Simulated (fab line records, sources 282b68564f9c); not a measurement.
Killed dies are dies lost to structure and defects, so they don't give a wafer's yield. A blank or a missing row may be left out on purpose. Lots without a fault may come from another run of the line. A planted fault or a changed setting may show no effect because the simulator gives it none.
Which tool did it? | flow rit_cmos | 7 lots, 21 wafers sampled, at 2 steps of a route of 202

WHAT THE GAUGES READ, wafer by wafer
RIT_M1_RS_MEAS_01: measures by four-point-probe.
lot  | measured    | on            | M1_AL_RS (ohm/sq)
L833 | day 3 11:54 | film_metro-04 | 0.0739 0.0744 0.0730
L836 | day 4 02:05 | film_metro-04 | 0.0721 0.0733 0.0715
L839 | day 4 22:07 | film_metro-04 | 0.0736 0.0724 0.0741
L842 | day 5 08:01 | film_metro-03 | 0.0747 0.0745 0.0739
L844 | day 5 21:49 | film_metro-02 | 0.0723 0.0725 0.0727
L848 | day 6 19:01 | film_metro-02 | 0.0648 0.0656 0.0654
L854 | day 7 20:20 | film_metro-04 | 0.0651 0.0651 0.0651

WHICH TOOL RAN EACH LOT (tool, then ch and the chambers of the sampled wafers, then the start)
lot  | RIT_M1_SPUTTER_00
L833 | pvd_sputter-04, day 3 11:35
L836 | pvd_sputter-03, day 4 01:46
L839 | pvd_sputter-02, day 4 21:49
L842 | pvd_sputter-03, day 5 07:44
L844 | pvd_sputter-03, day 5 21:31
L848 | pvd_sputter-03, day 6 18:43
L854 | pvd_sputter-03, day 7 20:02
- RIT_M1_SPUTTER_00: material Al, target thk 400 nm, time 500 s.

THE ANSWER, worked out from the rows above alone
Rule: what is usual is taken from the lots themselves. Put in order of their means at a reading, lots are off if they are a third of the lots or fewer, leave a main group of 4 or more, and stand apart from it by a gap of 3 or more times the standard deviation of the main group's means; of several such gaps the widest counts. A main group whose means are all the same, to the digits that the tables above print for the reading, isn't used. A lot without any number at a reading at which 4 lots or more have one is off too. The other lots that the step has rows for count as sound.
Off: L848, L854, at RIT_M1_RS_MEAS_01 (M1_AL_RS). The main group: mean 0.0733 ohm/sq, standard deviation 0.00077.
A tool fits if, at a process step before that reading, it ran every lot that is off, and no sound lot after the first of them. The gauges at RIT_M1_RS_MEAS_01 are tried like those tools. One fits: pvd_sputter-03 at RIT_M1_SPUTTER_00. Its last sound lot is L844 (day 5 21:31), its first lot that is off L848 (day 6 18:43): a fault that began between those two fits.

WHAT THE SIMULATOR HAD PUT IN
Process parameter drift: pvd_sputter-03, from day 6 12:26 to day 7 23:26, at RIT_M1_SPUTTER_00. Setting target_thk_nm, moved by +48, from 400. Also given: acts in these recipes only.
Lots struck among those shown: L848, L854. The rule above found the same.
